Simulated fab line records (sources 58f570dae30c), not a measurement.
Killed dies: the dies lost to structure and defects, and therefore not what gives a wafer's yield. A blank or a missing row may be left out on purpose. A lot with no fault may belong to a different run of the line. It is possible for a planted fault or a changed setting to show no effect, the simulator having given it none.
A struck lot beside a sound one | flow berkeley-cmos170 | 14 steps out of a route of 331
Sound: these wafers, L616.1, L616.3, L616.5. Struck: wafers L628.3, L628.4, L628.6. The cause is given at the end.
Order at every step that has rows: each side's tool, ch and its chambers, its first start. Under that, the readings that differ: sound wafers | struck wafers | difference of the means | sigmas: that difference in standard deviations of wafers without a fault.
alike: words and numbers the same on both sides, and readings whose means are apart by under 2 such deviations; not compared: readings that were withheld, readings missing a value for some wafer, numbers with overlapping values and no deviation given by the record, and bounds like >300 which may hide the same value.
Wherever a step has rows on one side only, a row that says differs or no value, or a row with sigmas, the two part there. Non-overlapping numbers with no deviation appear without sigmas and do not part them. Lack of a reading on every wafer of one side parts them only where that side has two or more wafers.

UCB170_PWELL_STRIP_16: strips in O2.
  sound on plasma-asher-01 ch 0, day 4 06:19; struck on plasma-asher-02 ch 0,1, day 6 18:31
  alike: drypump-motor-current-A, o2-flow-sccm, oes-product-au, strip-time-to-endpoint-s
  not compared: rf-hours-counter-h
UCB170_PWELL_TW_MEAS_17:
  struck on film-metro-04, day 6 18:36; sound on film-metro-03, day 4 06:25
  alike: PWELL_TW
then, 5 steps without rows for these wafers: UCB170_PWELL_CLEAN_18 (cleans in SPM, time 600 s); UCB170_PWELL_WET_ETCH_19 (etches Si3N4 in H3PO4, time 14400 s); UCB170_PWELL_WET_ETCH_20 (etches SiO2 in BOE, time 22 s); UCB170_WELLDRIVE_CLEAN_00 (cleans in SPM, time 600 s); UCB170_WELLDRIVE_OXIDATION_01 (target thk 199 nm, ox time 9000 s).
UCB170_WELLDRIVE_THK_MEAS_02:
  struck on film-metro-01, day 7 11:05; sound on film-metro-03, day 4 18:38
  alike: WELLDRIVE_OXIDE_THK
then, 4 steps without rows for these wafers: UCB170_WELLDRIVE_ANNEAL_03 (time 900 s); UCB170_WELLDRIVE_WET_ETCH_04 (etches SiO2 in BOE, time 120 s); UCB170_ACTIVE_CLEAN_00 (cleans in SPM, time 600 s); UCB170_ACTIVE_CLEAN_01 (cleans in dHF, time 60 s).
UCB170_ACTIVE_OXIDATION_02: target thk 26.4 nm, ox time 1260 s.
  struck on furnace-01, day 7 20:43; sound on furnace-02 ch 0, day 5 04:30
  no value came back on the struck wafers for ox-temp-c (C), ox-temp-c-max, spike-tc-source-C (C); on the sound wafers ox-temp-c (C) reads 1000.4 1000.2 1000.3
then, 1 step without rows for these wafers: UCB170_ACTIVE_ANNEAL_04 (time 900 s).

== WHERE THEY PART ==
Only at UCB170_ACTIVE_OXIDATION_02, as far as this record shows.

WHY: whatever the simulator had introduced
Entire step skipped (furnace-01, UCB170_ACTIVE_OXIDATION_02), from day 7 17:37 onward. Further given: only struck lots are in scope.
